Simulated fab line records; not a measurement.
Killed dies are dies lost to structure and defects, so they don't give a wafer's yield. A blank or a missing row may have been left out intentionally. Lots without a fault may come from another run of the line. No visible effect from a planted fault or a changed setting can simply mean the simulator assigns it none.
fab line records | flow berkeleyCmos170
record: lots: 5 wafers: 23
route steps=331 shown PLDD@149 NSD@191 SDANNEAL@205 SILICIDE@211 CONTACT@229 M1@242 V1@264
startH: hours from the record's first day to the start of the lot's first wafer shown | waitH: time in hours since the lot's previous step | " the same as in the row above | L1.1+2: a single row standing in for several wafers | - no value, or no start given | * or withheld: withheld | < > ~ a bound
route shown NAME@n: names a module that has steps shown in the file, with the first one's number in the route | usual: mean/standard deviation of fault-free wafers | same: alike in all rows | chamber/n: place in a boat | sites: each site's reading | _std_site: standard deviation across them | _edge_site: the outer-site mean with the inner-site mean subtracted | radiusMm: how far each site lies from the wafer's centre | mask NAME#n: copy n | behind: the tool/chamber that last shaped the wafer | hold: cause of the lot's hold/its duration in hours/its outcome | device: names the non-switching transistor (n, p or np) | end of line: the route-end tests of the same wafers | step lacking rows: just its recipe | killed: count of dies lost to structure and defects at first sort (not the wafer's yield) | map: a wafer's dies, marking killed ones x, the rest . and places with no die _
set.NAME: the setting that was run; set.NAME@STEP: the one run at that earlier step | model.NAME: the simulator's own value behind a step, which no gauge read
lots run with intentionally changed settings; tables by step, rows by wafer
== steps ==
step: UCB170_PLDD_PEB_04
recipe: pebTempC: 130 pebTimeS: withheld resist: KrF
columns lot.wafer tool chamber startH waitH set.pebTempC
L078.1+4+5 lithoTrack-02 0 146.04 0.3 130
L079.1+4 lithoTrack-02 0 156.49 0.3 130
L079.2+5+6 " 0 " " 128
L080.1+4 lithoTrack-04 0 156.72 0.4 131.7
L080.3+5+6 " 0 " " 130
L081.1+2+3+5+6 lithoTrack-02 0 156.76 0.3 130
L084.1+2+3+5+6 lithoTrack-02 0 171.48 0.1 130
step: UCB170_PLDD_DEVELOP_05
recipe: developer: TMAH developTimeS: 45 resist: KrF devTempC: 21
step: UCB170_PLDD_CD_MEAS_06
recipe: targetCdNm: 1200
usual: cdNm: 1199.4/1.1
columns lot.wafer tool chamber startH waitH set.pebTempC@PLDD_PEB_04 cdNm
L078.1 cdSem-01 - 146.32 - 130 1200.9
L078.4 " - " " 130 1200.7
L078.5 " - " " 130 1198.6
L079.1 cdSem-02 - 156.76 - 130 1198.8
L079.2 " - " " 128 1185.0
L079.4 " - " " 130 1199.2
L079.5 " - " " 128 1184.4
L079.6 " - " " 128 1185.1
L080.1 cdSem-02 - 156.99 - 131.7 1210.5
L080.3 " - " " 130 1199.4
L080.4 " - " " 131.7 1211.2
L080.5 " - " " 130 1200.2
L080.6 " - " " 130 1199.3
L081.1 cdSem-01 - 157.04 - 130 1199.7
L081.2 " - " " 130 1201.7
L081.3 " - " " 130 1200.4
L081.5 " - " " 130 1199.6
L081.6 " - " " 130 1201.1
L084.1 cdSem-02 - 171.75 - 130 1199.4
L084.2 " - " " 130 1198.0
L084.3 " - " " 130 1200.1
L084.5 " - " " 130 1198.7
L084.6 " - " " 130 1198.1
step: UCB170_NSD_PEB_04
recipe: pebTempC: 130 pebTimeS: withheld resist: KrF
columns lot.wafer tool chamber startH waitH set.pebTempC
L078.1+4+5 lithoTrack-02 0 155.08 0.1 130
L079.1+2+4+5+6 lithoTrack-01 0 167.17 0.8 130
L080.1+3+6 lithoTrack-03 0 167.44 0.7 130
L080.4+5 " 0 " " 131.2
L081.1+2+3+5+6 lithoTrack-01 0 167.45 0.4 130
L084.1+2+3 lithoTrack-03 0 183.21 0.4 130
L084.5+6 " 0 " " 133.1
step: UCB170_NSD_DEVELOP_05
recipe: developer: TMAH developTimeS: 45 resist: KrF devTempC: 21
step: UCB170_NSD_CD_MEAS_06
recipe: targetCdNm: 1200
usual: cdNm: 1200.1/1.4
columns lot.wafer tool chamber startH waitH set.pebTempC@NSD_PEB_04 cdNm
L078.1 cdSem-01 - 155.39 - 130 1197.2
L078.4 " - " " 130 1197.0
L078.5 " - " " 130 1198.3
L079.1 cdSem-01 - 167.45 - 130 1200.6
L079.2 " - " " 130 1201.7
L079.4 " - " " 130 1200.0
L079.5 " - " " 130 1200.9
L079.6 " - " " 130 1200.8
L080.1 cdSem-02 - 167.72 - 130 1200.9
L080.3 " - " " 130 1199.4
L080.4 " - " " 131.2 1207.0
L080.5 " - " " 131.2 1207.8
L080.6 " - " " 130 1199.9
L081.1 cdSem-01 - 167.72 - 130 1199.4
L081.2 " - " " 130 1198.5
L081.3 " - " " 130 1200.2
L081.5 " - " " 130 1200.1
L081.6 " - " " 130 1199.5
L084.1 cdSem-01 - 183.48 - 130 1202.9
L084.2 " - " " 130 1203.6
L084.3 " - " " 130 1201.7
L084.5 " - " " 133.1 1221.9
L084.6 " - " " 133.1 1221.7
step: UCB170_NSD_IMPLANT_08
recipe: species: P doseCm2: 3e+15 energyKev: 40 tiltDeg: 7
columns lot.wafer tool chamber startH waitH set.doseCm2
L078.1+4+5 implanter-01 0 155.55 0.0 3e+15
L079.1+2+5 implanter-04 0 167.60 0.0 2.835e+15
L079.4+6 " 0 " " 3e+15
L080.1+3+4 implanter-01 0 167.88 0.0 3.1e+15
L080.5+6 " 0 " " 3e+15
L081.1+2+3+5+6 implanter-04 0 167.88 0.0 3e+15
L084.1+2+5 implanter-04 0 183.64 0.0 2.807e+15
L084.3+6 " 0 " " 3e+15
step: UCB170_NSD_STRIP_09
recipe: chemistry: O2 powerW: 400 pressureMtorr: 3500 platenTempC: withheld o2FlowSccm: 400 overashFraction: 0.5
usual: stripTimeToEndpointS: 35.85/0.064
columns lot.wafer tool chamber startH waitH set.doseCm2@NSD_IMPLANT_08 stripTimeToEndpointS
L078.1 plasmaAsher-01 0 155.70 0.1 3e+15 35.97
L078.4 " 1 " " 3e+15 35.90
L078.5 " 0 " " 3e+15 35.86
L079.1 plasmaAsher-03 0 167.75 0.1 2.835e+15 35.37
L079.2 " 1 " " 2.835e+15 35.30
L079.4 " 0 " " 3e+15 35.92
L079.5 " 0 " " 2.835e+15 35.42
L079.6 " 1 " " 3e+15 35.94
L080.1 plasmaAsher-03 0 168.03 0.1 3.1e+15 36.18
L080.3 " 0 " " 3.1e+15 36.18
L080.4 " 1 " " 3.1e+15 36.20
L080.5 " 0 " " 3e+15 35.96
L080.6 " 1 " " 3e+15 35.85
L081.1 plasmaAsher-01 1 168.03 0.1 3e+15 35.82
L081.2 " 0 " " 3e+15 35.82
L081.3 " 0 " " 3e+15 35.83
L081.5 " 0 " " 3e+15 35.85
L081.6 " 1 " " 3e+15 35.80
L084.1 plasmaAsher-03 0 183.79 0.1 2.807e+15 35.28
L084.2 " 1 " " 2.807e+15 35.26
L084.3 " 1 " " 3e+15 35.89
L084.5 " 0 " " 2.807e+15 35.29
L084.6 " 1 " " 3e+15 35.89
step: UCB170_NSD_CLEAN_11
recipe: chemistry: SPM tempC: 120 timeS: 600
step: UCB170_SDANNEAL_RTA_01
recipe: tempC: 1050 timeS: 5 ambient: N2
step: UCB170_SDANNEAL_RS_MEAS_03
recipe: thkMeasGauge: four-point-probe
usual: NSD_RS: 37.23/0.075
columns lot.wafer tool chamber startH waitH set.doseCm2@NSD_IMPLANT_08 NSD_RS[ohm/sq]
L078.1 filmMetro-04 - 157.44 0.1 3e+15 37.16
L078.4 " - " " 3e+15 37.21
L078.5 " - " " 3e+15 37.13
L079.1 filmMetro-03 - 170.42 0.1 2.835e+15 38.29
L079.2 " - " " 2.835e+15 38.33
L079.4 " - " " 3e+15 37.29
L079.5 " - " " 2.835e+15 38.17
L079.6 " - " " 3e+15 37.38
L080.1 filmMetro-02 - 170.59 0.1 3.1e+15 36.67
L080.3 " - " " 3.1e+15 36.70
L080.4 " - " " 3.1e+15 36.63
L080.5 " - " " 3e+15 37.10
L080.6 " - " " 3e+15 37.16
L081.1 filmMetro-03 - 170.90 0.1 3e+15 37.33
L081.2 " - " " 3e+15 37.34
L081.3 " - " " 3e+15 37.32
L081.5 " - " " 3e+15 37.32
L081.6 " - " " 3e+15 37.36
L084.1 filmMetro-02 - 185.45 0.1 2.807e+15 38.49
L084.2 " - " " 2.807e+15 38.40
L084.3 " - " " 3e+15 37.17
L084.5 " - " " 2.807e+15 38.35
L084.6 " - " " 3e+15 37.25
step: UCB170_SILICIDE_SPUTTER_01
recipe: material: Ti targetThkNm: 30 timeS: 25 powerW: 1500 chamberPressurePa: 0.5
columns lot.wafer tool chamber startH waitH set.powerW model.Ti_of_SILICIDE_SPUTTER_01.thkNm
L078.1 pvdSputter-02 - 157.87 0.0 1500 29.83
L078.4 " - " " 1500 29.56
L078.5 " - " " 1500 29.74
L079.1 pvdSputter-01 - 170.84 0.0 1500 29.64
L079.2 " - " " 1434 28.4
L079.4 " - " " 1500 29.86
L079.5 " - " " 1500 29.43
L079.6 " - " " 1434 28.28
L080.1 pvdSputter-03 - 171.02 0.0 1578 31.94
L080.3 " - " " 1578 32.08
L080.4+5 " - " " 1500 30.21
L080.6 " - " " 1500 30.3
L081.1 pvdSputter-02 - 171.32 0.0 1415 28.07
L081.2 " - " " 1500 29.69
L081.3 " - " " 1500 29.65
L081.5 " - " " 1500 29.57
L081.6 " - " " 1415 27.82
L084.1+6 pvdSputter-02 - 185.87 0.0 1500 29.46
L084.2 " - " " 1500 29.57
L084.3 " - " " 1500 30.04
L084.5 " - " " 1500 29.78
step: UCB170_SILICIDE_RS_MEAS_02
recipe: thkMeasGauge: four-point-probe reads: Ti_of_SILICIDE_SPUTTER_01
usual: SILICIDE_TI_RS: 26.21/0.29
columns lot.wafer tool chamber startH waitH set.powerW@SILICIDE_SPUTTER_01 SILICIDE_TI_RS[ohm/sq]
L078.1 filmMetro-01 - 157.90 0.0 1500 26.29
L078.4 " - " " 1500 26.59
L078.5 " - " " 1500 26.39
L079.1 filmMetro-04 - 170.87 0.0 1500 26.53
L079.2 " - " " 1434 27.85
L079.4 " - " " 1500 26.25
L079.5 " - " " 1500 26.65
L079.6 " - " " 1434 28.01
L080.1 filmMetro-04 - 171.05 0.0 1578 24.26
L080.3 " - " " 1578 24.14
L080.4 " - " " 1500 25.94
L080.5 " - " " 1500 25.90
L080.6 " - " " 1500 25.85
L081.1 filmMetro-01 - 171.35 0.0 1415 28.19
L081.2 " - " " 1500 26.45
L081.3 " - " " 1500 26.47
L081.5 " - " " 1500 26.53
L081.6 " - " " 1415 28.56
L084.1 filmMetro-04 - 185.90 0.0 1500 26.70
L084.2 " - " " 1500 26.60
L084.3 " - " " 1500 26.05
L084.5 " - " " 1500 26.37
L084.6 " - " " 1500 26.67
step: UCB170_SILICIDE_THK_MEAS_03
recipe: thkMeasGauge: xrf reads: Ti_of_SILICIDE_SPUTTER_01
usual: SILICIDE_TI_THK: 30.26/0.3
columns lot.wafer tool chamber startH waitH set.powerW@SILICIDE_SPUTTER_01 SILICIDE_TI_THK[nm]
L078.1 filmMetro-01 - 158.02 0.1 1500 30.12
L078.4 " - " " 1500 29.99
L078.5 " - " " 1500 30.17
L079.1 filmMetro-04 - 170.99 0.1 1500 30.06
L079.2 " - " " 1434 28.72
L079.4 " - " " 1500 30.23
L079.5 " - " " 1500 29.88
L079.6 " - " " 1434 28.57
L080.1 filmMetro-04 - 171.17 0.1 1578 32.21
L080.3 " - " " 1578 32.41
L080.4 " - " " 1500 30.81
L080.5 " - " " 1500 30.59
L080.6 " - " " 1500 30.55
L081.1 filmMetro-01 - 171.47 0.1 1415 28.37
L081.2 " - " " 1500 30.08
L081.3 " - " " 1500 30.01
L081.5 " - " " 1500 30.05
L081.6 " - " " 1415 28.05
L084.1 filmMetro-04 - 186.02 0.1 1500 29.75
L084.2 " - " " 1500 30.12
L084.3 " - " " 1500 30.46
L084.5 " - " " 1500 30.16
L084.6 " - " " 1500 29.80
step: UCB170_CONTACT_PEB_13
recipe: pebTempC: 130 pebTimeS: withheld resist: KrF
columns lot.wafer tool chamber startH waitH set.pebTempC
L078.1+4+5 lithoTrack-01 0 166.17 0.7 130
L079.1+5+6 lithoTrack-04 0 174.69 0.1 128.1
L079.2+4 " 0 " " 130
L080.1+6 lithoTrack-04 0 176.45 0.1 126.3
L080.3+4+5 " 0 " " 130
L081.1+3+5 lithoTrack-01 0 176.57 0.1 128.6
L081.2+6 " 0 " " 130
L084.1+3+6 lithoTrack-04 0 190.43 0.2 127.8
L084.2+5 " 0 " " 130
step: UCB170_CONTACT_DEVELOP_14
recipe: developer: TMAH developTimeS: 45 resist: KrF devTempC: 21
step: UCB170_CONTACT_CD_MEAS_15
recipe: targetCdNm: 700
usual: cdNm: 699.1/1.4
columns lot.wafer tool chamber startH waitH set.pebTempC@CONTACT_PEB_13 cdNm
L078.1 cdSem-01 - 166.45 - 130 700.6
L078.4 " - " " 130 699.8
L078.5 " - " " 130 700.8
L079.1 cdSem-01 - 174.96 - 128.1 684.7
L079.2 " - " " 130 698.5
L079.4 " - " " 130 698.1
L079.5 " - " " 128.1 684.0
L079.6 " - " " 128.1 685.3
L080.1 cdSem-01 - 176.73 - 126.3 668.8
L080.3 " - " " 130 697.4
L080.4 " - " " 130 697.2
L080.5 " - " " 130 699.3
L080.6 " - " " 126.3 669.8
L081.1 cdSem-01 - 176.85 - 128.6 689.6
L081.2 " - " " 130 697.8
L081.3 " - " " 128.6 688.3
L081.5 " - " " 128.6 688.9
L081.6 " - " " 130 699.1
L084.1 cdSem-01 - 190.71 - 127.8 680.9
L084.2 " - " " 130 696.8
L084.3 " - " " 127.8 681.4
L084.5 " - " " 130 697.3
L084.6 " - " " 127.8 682.9
step: UCB170_CONTACT_ETCH_17
recipe: chemistry: N2/H2 targetDepthA: withheld overetchA: withheld target: BARC timeS: withheld sourceW: 500 biasW: 100 pressureMtorr: 30 n2FlowSccm: 100 h2FlowSccm: 200
columns lot.wafer tool chamber startH waitH set.pebTempC@CONTACT_PEB_13 model.CONTACT.cdNm
L078.1 rieDiel-03 0 166.60 0.0 130 700.5
L078.4 " 1 " " 130 699.7
L078.5 " 1 " " 130 700.4
L079.1 rieDiel-03 0 175.12 0.0 128.1 684.9
L079.2 " 2 " " 130 698.8
L079.4 " 3 " " 130 697.8
L079.5 " 0 " " 128.1 683.5
L079.6 " 2 " " 128.1 685.6
L080.1 rieDiel-01 0 176.88 0.0 126.3 669
L080.3 " 2 " " 130 697.6
L080.4 " 1 " " 130 697.7
L080.5 " 1 " " 130 699.7
L080.6 " 0 " " 126.3 669.9
L081.1 rieDiel-03 0 177.00 0.0 128.6 689.8
L081.2 " 1 " " 130 697.4
L081.3 " 2 " " 128.6 688.4
L081.5 " 1 " " 128.6 688.5
L081.6 " 2 " " 130 699.6
L084.1 rieDiel-03 2 190.86 0.0 127.8 681.6
L084.2 " 0 " " 130 697
L084.3 " 3 " " 127.8 680.5
L084.5 " 3 " " 130 696.7
L084.6 " 2 " " 127.8 683.5
step: UCB170_CONTACT_ETCH_18
recipe: chemistry: CHF3/CF4/Ar target: PSG stopOn: TiSi2 CHF3_flow_sccm: 45 cf4FlowSccm: 15 Ar_flow_sccm: 150 pressureMtorr: 200 rfW: 700 targetDepthA: 8400 overEtchFrac: 0.2 timeS: 195
step: UCB170_CONTACT_STRIP_19
recipe: chemistry: O2 powerW: 400 pressureMtorr: 3500 platenTempC: withheld o2FlowSccm: 400 overashFraction: 0.5
step: UCB170_CONTACT_CD_MEAS_90
recipe: targetCdNm: 700
usual: cdNm: 699.1/1.5
columns lot.wafer tool chamber startH waitH set.pebTempC@CONTACT_PEB_13 cdNm
L078.1 cdSem-01 - 166.93 0.1 130 700.9
L078.4 " - " " 130 699.4
L078.5 " - " " 130 700.3
L079.1 cdSem-01 - 175.38 0.1 128.1 685.3
L079.2 " - " " 130 698.4
L079.4 " - " " 130 697.8
L079.5 " - " " 128.1 683.3
L079.6 " - " " 128.1 685.3
L080.1 cdSem-01 - 177.15 0.1 126.3 669.1
L080.3 " - " " 130 697.6
L080.4 " - " " 130 698.4
L080.5 " - " " 130 700.2
L080.6 " - " " 126.3 669.7
L081.1 cdSem-01 - 177.27 0.1 128.6 691.1
L081.2 " - " " 130 697.7
L081.3 " - " " 128.6 688.5
L081.5 " - " " 128.6 689.1
L081.6 " - " " 130 700.3
L084.1 cdSem-02 - 191.13 0.1 127.8 681.7
L084.2 " - " " 130 697.3
L084.3 " - " " 127.8 680.7
L084.5 " - " " 130 696.6
L084.6 " - " " 127.8 683.7
step: UCB170_M1_COAT_04
recipe: resist: KrF spinRpm: 1500 resistThkNm: 900
columns lot.wafer tool chamber startH waitH set.spinRpm model.KrF_of_M1_COAT_04.thkNm
L078.1 lithoTrack-01 0 - - 1500 899.4
L078.4 " 0 " " 1500 896.8
L078.5 " 0 " " 1500 897.1
L079.1 lithoTrack-01 0 - - 1551 882.3
L079.2 " 0 " " 1500 897
L079.4 " 0 " " 1551 881
L079.5 " 0 " " 1500 899.4
L079.6 " 0 " " 1551 883
L080.1 lithoTrack-03 0 - - 1530 892.1
L080.3 " 0 " " 1530 893.1
L080.4 " 0 " " 1500 900
L080.5 " 0 " " 1530 893.4
L080.6 " 0 " " 1500 900.8
L081.1 lithoTrack-01 0 - - 1500 894.5
L081.2 " 0 " " 1500 893.3
L081.3 " 0 " " 1611 865.2
L081.5 " 0 " " 1611 865.8
L081.6 " 0 " " 1500 894.6
L084.1+3 lithoTrack-03 0 - - 1500 899.8
L084.2 " 0 " " 1500 897.5
L084.5 " 0 " " 1500 900.8
L084.6 " 0 " " 1500 897.6
step: UCB170_V1_PEB_10
recipe: pebTempC: 130 pebTimeS: withheld resist: KrF
columns lot.wafer tool chamber startH waitH set.pebTempC
L078.1+4+5 lithoTrack-03 0 172.99 0.3 130
L079.1+6 lithoTrack-01 0 184.11 0.6 130
L079.2+4+5 " 0 " " 127.3
L080.1+3+4+5+6 lithoTrack-03 0 184.21 0.4 130
L081.1+2+5 lithoTrack-01 0 184.38 0.4 126.3
L081.3+6 " 0 " " 130
L084.1+2 lithoTrack-03 0 200.36 0.4 126.4
L084.3+5+6 " 0 " " 130
step: UCB170_V1_DEVELOP_11
recipe: developer: TMAH developTimeS: 45 resist: KrF devTempC: 21
step: UCB170_V1_CD_MEAS_12
recipe: targetCdNm: 700
usual: cdNm: 699.9/1.2
columns lot.wafer tool chamber startH waitH set.pebTempC@V1_PEB_10 cdNm
L078.1 cdSem-01 - 173.27 - 130 703.5
L078.4 " - " " 130 703.5
L078.5 " - " " 130 702.7
L079.1 cdSem-01 - 184.38 - 130 698.8
L079.2 " - " " 127.3 679.2
L079.4 " - " " 127.3 678.4
L079.5 " - " " 127.3 678.2
L079.6 " - " " 130 699.6
L080.1 cdSem-02 - 184.48 - 130 699.9
L080.3 " - " " 130 699.6
L080.4 " - " " 130 700.5
L080.5 " - " " 130 701.3
L080.6 " - " " 130 699.2
L081.1 cdSem-02 - 184.66 - 126.3 671.8
L081.2 " - " " 126.3 669.2
L081.3 " - " " 130 698.1
L081.5 " - " " 126.3 670.3
L081.6 " - " " 130 700.4
L084.1 cdSem-02 - 200.64 - 126.4 673.7
L084.2 " - " " 126.4 672.7
L084.3 " - " " 130 701.3
L084.5 " - " " 130 701.1
L084.6 " - " " 130 699.6
== key ==
split: step: UCB170_PLDD_PEB_04 setting: pebTempC stated: 130 by: wafer
response: step: UCB170_PLDD_CD_MEAS_06 reading: cdNm change: +8.95 per: 1% r: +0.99
split: step: UCB170_NSD_PEB_04 setting: pebTempC stated: 130 by: wafer
response: step: UCB170_NSD_CD_MEAS_06 reading: cdNm change: +7.99 per: 1% r: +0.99
split: step: UCB170_NSD_IMPLANT_08 setting: doseCm2 stated: 3e+15 by: wafer
response: step: UCB170_NSD_STRIP_09 reading: stripTimeToEndpointS change: * per: 1% r: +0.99
response: step: UCB170_SDANNEAL_RS_MEAS_03 reading: NSD_RS change: -0.174 per: 1% r: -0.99
split: step: UCB170_SILICIDE_SPUTTER_01 setting: powerW stated: 1500 by: wafer
response: step: UCB170_SILICIDE_SPUTTER_01 reading: model.Ti_of_SILICIDE_SPUTTER_01.thkNm change: +0.313 per: 1% r: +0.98
response: step: UCB170_SILICIDE_RS_MEAS_02 reading: SILICIDE_TI_RS change: -0.331 per: 1% r: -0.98
response: step: UCB170_SILICIDE_THK_MEAS_03 reading: SILICIDE_TI_THK change: +0.322 per: 1% r: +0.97
split: step: UCB170_CONTACT_PEB_13 setting: pebTempC stated: 130 by: wafer
response: step: UCB170_CONTACT_CD_MEAS_15 reading: cdNm change: +9.66 per: 1% r: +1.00
response: step: UCB170_CONTACT_ETCH_17 reading: model.CONTACT.cdNm change: +9.67 per: 1% r: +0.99
response: step: UCB170_CONTACT_CD_MEAS_90 reading: cdNm change: +9.72 per: 1% r: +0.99
split: step: UCB170_M1_COAT_04 setting: spinRpm stated: 1500 by: wafer
response: step: UCB170_M1_COAT_04 reading: model.KrF_of_M1_COAT_04.thkNm change: -4 per: 1% r: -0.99
split: step: UCB170_V1_PEB_10 setting: pebTempC stated: 130 by: wafer
response: step: UCB170_V1_CD_MEAS_12 reading: cdNm change: +10 per: 1% r: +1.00
